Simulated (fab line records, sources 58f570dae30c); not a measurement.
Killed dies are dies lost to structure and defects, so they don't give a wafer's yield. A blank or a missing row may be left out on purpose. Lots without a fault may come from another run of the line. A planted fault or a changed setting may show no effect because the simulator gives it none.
Which tool did it? | flow berkeley_cmos170 | 12 lots, 36 wafers sampled, at 6 steps of a route of 331

WHAT THE GAUGES READ, wafer by wafer
UCB170_PFIELD_OVL_MEAS_06.
lot  | measured    | on         | PFIELD_OVL (nm)
L432 | day 5 01:38 | overlay-01 | 0 8 5
L433 | day 5 01:23 | overlay-02 | 0 1 8
L434 | day 5 18:14 | overlay-01 | -2 -7 -4
L435 | day 5 17:58 | overlay-02 | 1 1 -3
L436 | day 5 17:18 | overlay-01 | -8 -17 -7
L445 | day 7 17:22 | overlay-02 | 1 -2 -6
L446 | day 7 22:17 | overlay-02 | 1 6 4
L449 | day 8 09:35 | overlay-02 | -7 -15 -8
L448 | day 8 09:52 | overlay-02 | -9 -12 -18
L450 | day 8 10:04 | overlay-01 | -4 2 -2
L452 | day 9 03:40 | overlay-01 | -3 4 -2
L455 | day 9 14:12 | overlay-02 | -7 -5 -5

UCB170_CONTACT_THK_MEAS_02.
lot  | measured     | on            | CONTACT_PSG_THK (nm)
L432 | day 8 07:32  | film_metro-02 | 702 697 695
L433 | day 8 09:45  | film_metro-01 | 702 701 700
L434 | day 8 21:32  | film_metro-01 | 685 693 697
L435 | day 8 21:32  | film_metro-04 | 705 704 703
L436 | day 8 19:46  | film_metro-04 | 702 700 701
L445 | day 10 12:26 | film_metro-04 | 699 700 696
L446 | day 10 19:54 | film_metro-04 | 702 696 693
L449 | day 11 04:04 | film_metro-02 | 704 708 707
L448 | day 11 04:04 | film_metro-04 | 695 704 699
L450 | day 11 04:00 | film_metro-04 | 694 695 695
L452 | day 11 20:58 | film_metro-04 | 720 718 714
L455 | day 12 10:55 | film_metro-04 | 704 698 698

UCB170_V2_CD_MEAS_90: target cd 700 nm.
lot  | measured     | on        | cd_nm (nm)
L432 | day 9 03:06  | cd_sem-01 | 697.3 696.6 699.2
L433 | day 9 05:46  | cd_sem-01 | 700.4 700.2 698.7
L434 | day 9 17:49  | cd_sem-01 | 705.4 700.6 702.8
L435 | day 9 18:22  | cd_sem-01 | 701.3 706.3 702.3
L436 | day 9 18:05  | cd_sem-01 | 698.4 696.5 697.3
L445 | day 11 11:05 | cd_sem-01 | 703.2 700.6 701.7
L446 | day 11 16:33 | cd_sem-02 | 702.3 700.4 700.4
L449 | day 12 02:41 | cd_sem-02 | 703.1 701.3 702.0
L448 | day 12 03:57 | cd_sem-02 | 701.1 703.1 699.9
L450 | day 12 02:14 | cd_sem-02 | 700.0 697.9 699.7
L452 | day 12 20:16 | cd_sem-02 | 701.5 700.4 700.7
L455 | day 13 05:55 | cd_sem-01 | 701.4 701.5 700.2

WHICH TOOL RAN EACH LOT (tool, then ch and the chambers of the sampled wafers, then the start)
lot  | UCB170_ZERO_STRIP_07                | UCB170_V2_ETCH_14                  | UCB170_V2_STRIP_15
L432 | plasma_asher-03 ch 0,1, day 1 22:22 | rie_diel-03 ch 1,2,3, day 9 02:50  | plasma_asher-01 ch 0,1, day 9 03:00
L433 | plasma_asher-01 ch 0,1, day 2 03:57 | rie_diel-01 ch 1,2,3, day 9 05:28  | plasma_asher-01 ch 0,1, day 9 05:39
L434 | plasma_asher-03 ch 0,1, day 2 08:17 | rie_diel-03 ch 0,2,3, day 9 17:32  | plasma_asher-01 ch 0,1, day 9 17:43
L435 | plasma_asher-03 ch 0,1, day 2 13:50 | rie_diel-03 ch 0,3, day 9 18:05    | plasma_asher-02 ch 0,1, day 9 18:16
L436 | plasma_asher-03 ch 0,1, day 2 18:56 | rie_diel-04 ch 0,1,3, day 9 17:49  | plasma_asher-04 ch 0,1, day 9 17:59
L445 | plasma_asher-01 ch 0,1, day 4 12:11 | rie_diel-04 ch 0,1,3, day 11 10:47 | plasma_asher-02 ch 0,1, day 11 10:58
L446 | plasma_asher-02 ch 0,1, day 4 18:01 | rie_diel-04 ch 0,1, day 11 16:14   | plasma_asher-04 ch 0,1, day 11 16:26
L449 | plasma_asher-01 ch 0, day 5 10:38   | rie_diel-04 ch 1,2, day 12 02:24   | plasma_asher-01 ch 0,1, day 12 02:34
L448 | plasma_asher-01 ch 0,1, day 5 10:55 | rie_diel-01 ch 1,2, day 12 03:35   | plasma_asher-04 ch 0,1, day 12 03:51
L450 | plasma_asher-03 ch 0,1, day 5 18:03 | rie_diel-01 ch 1,2, day 12 01:52   | plasma_asher-04 ch 0,1, day 12 02:08
L452 | plasma_asher-02 ch 0, day 6 01:24   | rie_diel-01 ch 2,3, day 12 19:59   | plasma_asher-04 ch 0,1, day 12 20:10
L455 | plasma_asher-01 ch 0,1, day 6 20:09 | rie_diel-04 ch 2,3, day 13 05:38   | plasma_asher-02 ch 0, day 13 05:49
- UCB170_ZERO_STRIP_07: strips in O2.
- UCB170_V2_ETCH_14: etches SiO2 in CHF3/CF4/Ar, stops on Al, target depth 1250 nm, time 291 s.
- UCB170_V2_STRIP_15: strips in O2.

WHAT THE TOOLS THEMSELVES READ (means of the sampled wafers that have a number; where no wafer has one, the mark that the record gives instead)
UCB170_ZERO_STRIP_07.
lot  | tool            | drypump_motor_current_A (A) | oes_product_au (a.u.) | strip_time_to_endpoint_s (s)
L432 | plasma_asher-03 | 5.8                         | 0.724                 | 21.48
L433 | plasma_asher-01 | 6.3                         | 0.731                 | 21.36
L434 | plasma_asher-03 | 5.7                         | 0.730                 | 21.42
L435 | plasma_asher-03 | 5.7                         | 0.729                 | 21.49
L436 | plasma_asher-03 | 5.7                         | 0.726                 | 21.47
L445 | plasma_asher-01 | 5.9                         | 0.726                 | 21.44
L446 | plasma_asher-02 | 5.8                         | 0.725                 | 21.41
L449 | plasma_asher-01 | 6.7                         | 0.724                 | 21.40
L448 | plasma_asher-01 | 6.3                         | 0.730                 | 21.45
L450 | plasma_asher-03 | 5.7                         | 0.725                 | 21.52
L452 | plasma_asher-02 | 6.4                         | 0.728                 | 21.47
L455 | plasma_asher-01 | 6.3                         | 0.725                 | 21.49

UCB170_V2_ETCH_14.
lot  | tool        | drypump_motor_current_A (A) | oes_product_au (a.u.) | rf_fwd_power_W (W) | throttle_valve_pct (%)
L432 | rie_diel-03 | 5.6                         | 0.874                 | 699.1              | 7.13
L433 | rie_diel-01 | 5.4                         | 0.873                 | 695.4              | 7.00
L434 | rie_diel-03 | 5.5                         | 0.874                 | 791.9              | 7.07
L435 | rie_diel-03 | 6.0                         | 0.882                 | 792.6              | 7.06
L436 | rie_diel-04 | 5.8                         | 0.870                 | 698.9              | 6.93
L445 | rie_diel-04 | 5.8                         | 0.869                 | 697.6              | 6.93
L446 | rie_diel-04 | 5.7                         | 0.863                 | 698.3              | 6.89
L449 | rie_diel-04 | 5.6                         | 0.875                 | 699.5              | 6.98
L448 | rie_diel-01 | 5.4                         | 0.865                 | 698.6              | 6.87
L450 | rie_diel-01 | 5.4                         | 0.877                 | 699.6              | 6.86
L452 | rie_diel-01 | 5.5                         | 0.859                 | 700.2              | 7.00
L455 | rie_diel-04 | 5.8                         | 0.889                 | 698.0              | 7.03

UCB170_V2_STRIP_15.
lot  | tool            | drypump_motor_current_A (A) | oes_product_au (a.u.) | strip_time_to_endpoint_s (s)
L432 | plasma_asher-01 | 5.9                         | 0.718                 | 15.37
L433 | plasma_asher-01 | 5.9                         | 0.722                 | 15.36
L434 | plasma_asher-01 | 6.3                         | 0.723                 | 15.04
L435 | plasma_asher-02 | 5.9                         | 0.719                 | 15.08
L436 | plasma_asher-04 | 5.4                         | 0.723                 | 15.29
L445 | plasma_asher-02 | 5.4                         | 0.724                 | 15.17
L446 | plasma_asher-04 | 5.5                         | 0.720                 | 15.43
L449 | plasma_asher-01 | 6.3                         | 0.722                 | 15.20
L448 | plasma_asher-04 | 5.5                         | 0.722                 | 15.42
L450 | plasma_asher-04 | 5.5                         | 0.724                 | 15.28
L452 | plasma_asher-04 | 5.5                         | 0.724                 | 15.45
L455 | plasma_asher-02 | 6.4                         | 0.725                 | 15.41

THE ANSWER, worked out from the rows above alone
Rule: what is usual is taken from the lots themselves. Put in order of their means at a reading, lots are off if they are a third of the lots or fewer, leave a main group of 4 or more, and stand apart from it by a gap of 3 or more times the standard deviation of the main group's means; of several such gaps the widest counts. A main group whose means are all the same, to the digits that the tables above print for the reading, isn't used. A lot without any number at a reading at which 4 lots or more have one is off too. The other lots that the step has rows for count as sound. The gauges are gone through in route order, then the tools' own readings, and for those a lot's mean is taken as printed above. The first step at which some lot is off is used, and at that step the reading that is off furthest; a lot without a number counts as furthest.
Off: L434, L435, at UCB170_V2_ETCH_14 (rf_fwd_power_W). The main group: mean 698.5 W, standard deviation 1.3.
A tool fits if, at that step or a process step before it, it ran every lot that is off, and no sound lot after the first of them. One fits: rie_diel-03 at UCB170_V2_ETCH_14. Its last sound lot is L432 (day 9 02:50), its first lot that is off L434 (day 9 17:32): a fault that began between those two fits.
The tool's own readings at UCB170_V2_ETCH_14 bear it out: on the lots that are off they differ by more than 5 times the standard deviation of the sound lots' means. rf_fwd_power_W reads 792.2 W there against 698.5 W on the sound lots.

WHAT THE SIMULATOR HAD PUT IN
Process parameter drift: rie_diel-03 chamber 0, from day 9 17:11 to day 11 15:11, at UCB170_V2_ETCH_14. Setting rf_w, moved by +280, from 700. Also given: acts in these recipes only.
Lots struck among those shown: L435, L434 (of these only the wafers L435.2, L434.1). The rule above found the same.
